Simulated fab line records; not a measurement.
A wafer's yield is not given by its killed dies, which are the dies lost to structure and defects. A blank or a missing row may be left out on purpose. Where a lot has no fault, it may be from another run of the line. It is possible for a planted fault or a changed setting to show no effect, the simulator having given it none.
Which of the tools did it? | flow berkeley-cmos170 | 7 lots with 21 wafers sampled at 2 steps, on a route of 331 steps

WHAT THE GAUGES SHOWED, per wafer
UCB170_M3_RS_MEAS_02: the measuring method here is four-point-probe.
lot  | measured     | on            | M3_AL_RS (ohm/sq)
L903 | day 9 13:44  | film-metro-02 | 0.0327 0.0328 0.0326
L909 | day 10 17:14 | film-metro-01 | 0.0324 0.0323 0.0321
L911 | day 11 06:08 | film-metro-02 | - - - - - -
L919 | day 13 04:20 | film-metro-04 | 0.0324 0.0321 0.0319
L918 | day 13 10:45 | film-metro-02 | 0.0320 0.0317 0.0320
L922 | day 13 23:04 | film-metro-01 | 0.0329 0.0320 0.0324
L924 | day 14 15:05 | film-metro-04 | 0.0329 0.0321 0.0327

WHICH TOOL RAN EACH LOT (tool, then ch and the chambers of the sampled wafers, then the start)
lot  | UCB170_M3_SPUTTER_01
L903 | pvd-sputter-02, day 9 13:36
L909 | pvd-sputter-02, day 10 17:10
L911 | pvd-sputter-03, day 11 06:04
L919 | pvd-sputter-04, day 13 04:13
L918 | pvd-sputter-04, day 13 10:39
L922 | pvd-sputter-03, day 13 22:58
L924 | pvd-sputter-03, day 14 15:00
- UCB170_M3_SPUTTER_01: material Al, target thk 900 nm, time 120 s.

THE ANSWER, worked out from the rows above alone
Rule: what is usual is taken from the lots themselves. The widest of any qualifying gaps counts: lots, ordered by their means at a reading, are off when they make up no more than a third of the lots, leave a main group of 4 or more, and stand apart from it by 3 or more times the standard deviation of that group's means. Not used: any main group whose means are identical at the precision the tables above print for the reading. Also off: a lot with no number at a reading for which 4 or more lots have one. Where the step has rows for the other lots, those lots are counted as sound.
Off: L911, seen at UCB170_M3_RS_MEAS_02 (M3_AL_RS). Without a number there: L911. Mean 0.0323 ohm/sq and standard deviation 0.00027 in the main group.
A tool fits if, at a process step before that reading, it ran every lot that is off, and no sound lot after the first of them. The gauges at UCB170_M3_RS_MEAS_02 are tried like those tools. No candidate that was tried fits.

WHAT THE SIMULATOR HAD INSERTED
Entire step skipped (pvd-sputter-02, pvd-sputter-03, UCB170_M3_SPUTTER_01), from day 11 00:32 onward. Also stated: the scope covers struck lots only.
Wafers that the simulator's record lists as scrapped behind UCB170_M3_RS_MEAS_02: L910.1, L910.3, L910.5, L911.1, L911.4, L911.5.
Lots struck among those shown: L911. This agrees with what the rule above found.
